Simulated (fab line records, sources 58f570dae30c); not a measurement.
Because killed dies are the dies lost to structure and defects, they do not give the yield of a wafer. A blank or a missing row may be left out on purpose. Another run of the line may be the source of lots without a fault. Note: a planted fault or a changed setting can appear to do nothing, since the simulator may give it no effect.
The tool behind it: which one? / flow berkeleyCmos170 / 42 wafers sampled from 14 lots at 1 step of a route of 331

== WHAT THE GAUGES SHOWED, per wafer ==
No reading from a measuring or inspecting step in the record can be judged against a usual standard deviation.

== WHAT TOOL EACH LOT RAN ON (gives the tool, then ch and the chambers of the sampled wafers, and finally the start) ==
lot=L723; UCB170_PWELL_IMPLANT_15=implanter-02 ch 0, day 3 14:26
lot=L722; UCB170_PWELL_IMPLANT_15=implanter-03 ch 0, day 3 14:44
lot=L724; UCB170_PWELL_IMPLANT_15=implanter-04 ch 0, day 4 02:44
lot=L727; UCB170_PWELL_IMPLANT_15=implanter-03 ch 0, day 4 07:44
lot=L726; UCB170_PWELL_IMPLANT_15=implanter-02 ch 0, day 4 07:50
lot=L731; UCB170_PWELL_IMPLANT_15=implanter-02 ch 0, day 5 14:55
lot=L733; UCB170_PWELL_IMPLANT_15=implanter-02 ch 0, day 5 19:41
lot=L735; UCB170_PWELL_IMPLANT_15=implanter-03 ch 0, day 6 04:04
lot=L736; UCB170_PWELL_IMPLANT_15=implanter-04 ch 0, day 6 14:44
lot=L739; UCB170_PWELL_IMPLANT_15=implanter-04 ch 0, day 7 01:05
lot=L738; UCB170_PWELL_IMPLANT_15=implanter-03 ch 0, day 7 01:17
lot=L740; UCB170_PWELL_IMPLANT_15=implanter-03 ch 0, day 7 10:00
lot=L742; UCB170_PWELL_IMPLANT_15=implanter-04 ch 0, day 7 23:01
lot=L743; UCB170_PWELL_IMPLANT_15=implanter-04 ch 0, day 8 11:20
- UCB170_PWELL_IMPLANT_15

== AS READ BY THE TOOLS THEMSELVES (means over the sampled wafers that have a number; for cases with no such wafer, the mark the record gives instead) ==
UCB170_PWELL_IMPLANT_15.
lot=L723 tool=implanter-02 beamEnergyKeV=60.030 doseIonsCm2=4.999e+12 faradayCurrentUA=16.1
lot=L722 tool=implanter-03 beamEnergyKeV=60.044 doseIonsCm2=4.995e+12 faradayCurrentUA=16.0
lot=L724 tool=implanter-04 beamEnergyKeV=59.995 doseIonsCm2=4.997e+12 faradayCurrentUA=15.9
lot=L727 tool=implanter-03 beamEnergyKeV=60.010 doseIonsCm2=4.993e+12 faradayCurrentUA=15.9
lot=L726 tool=implanter-02 beamEnergyKeV=60.023 doseIonsCm2=4.996e+12 faradayCurrentUA=15.9
lot=L731 tool=implanter-02 beamEnergyKeV=59.157 doseIonsCm2=5.005e+12 faradayCurrentUA=16.0
lot=L733 tool=implanter-02 beamEnergyKeV=59.150 doseIonsCm2=5.000e+12 faradayCurrentUA=16.0
lot=L735 tool=implanter-03 beamEnergyKeV=59.981 doseIonsCm2=4.999e+12 faradayCurrentUA=15.6
lot=L736 tool=implanter-04 beamEnergyKeV=60.005 doseIonsCm2=4.994e+12 faradayCurrentUA=15.5
lot=L739 tool=implanter-04 beamEnergyKeV=60.002 doseIonsCm2=5.001e+12 faradayCurrentUA=15.9
lot=L738 tool=implanter-03 beamEnergyKeV=60.005 doseIonsCm2=4.997e+12 faradayCurrentUA=15.7
lot=L740 tool=implanter-03 beamEnergyKeV=59.999 doseIonsCm2=5.006e+12 faradayCurrentUA=16.0
lot=L742 tool=implanter-04 beamEnergyKeV=60.021 doseIonsCm2=5.005e+12 faradayCurrentUA=15.9
lot=L743 tool=implanter-04 beamEnergyKeV=60.023 doseIonsCm2=5.005e+12 faradayCurrentUA=15.7

== THE ANSWER, worked out from the rows above alone ==
Rule: usual is defined by the lots themselves. Put in order of their means at a reading, lots are off if they are a third of the lots or fewer, leave a main group of 4 or more, and stand apart from it by a gap of 3 or more times the standard deviation of the main group's means; of several such gaps the widest counts. A main group whose means are all the same, to the digits that the tables above print for the reading, isn't used. A lot without any number at a reading at which 4 lots or more have one is off too. The other lots that the step has rows for count as sound. After the gauges, taken in route order, come the tools' own readings; for these a lot's mean is taken, as printed above. At the first step where some lot is off, the reading lying furthest off is the one used; lots without a number count as furthest.
Off: L731, L733 (UCB170_PWELL_IMPLANT_15, beamEnergyKeV). Mean 60.011 and standard deviation 0.017 in the main group.
A tool fits if, at that step or a process step before it, it ran every lot that is off, and no sound lot after the first of them. One fits: implanter-02 at UCB170_PWELL_IMPLANT_15. Its last sound lot is L726 (day 4 07:50), its first lot that is off L731 (day 5 14:55): a fault that began between those two fits.
On the lots that are off, the tool's own readings at UCB170_PWELL_IMPLANT_15 differ by more than 5 times the standard deviation of the sound lots' means, which bears it out; beamEnergyKeV reads 59.153 there versus 60.011 on the sound lots.

== WHAT HAD BEEN PUT IN BY THE SIMULATOR ==
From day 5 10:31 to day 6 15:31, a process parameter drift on implanter-02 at UCB170_PWELL_IMPLANT_15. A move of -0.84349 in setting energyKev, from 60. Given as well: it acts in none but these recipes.
Shown lots that were struck: L731, L733. Same finding as the rule above.
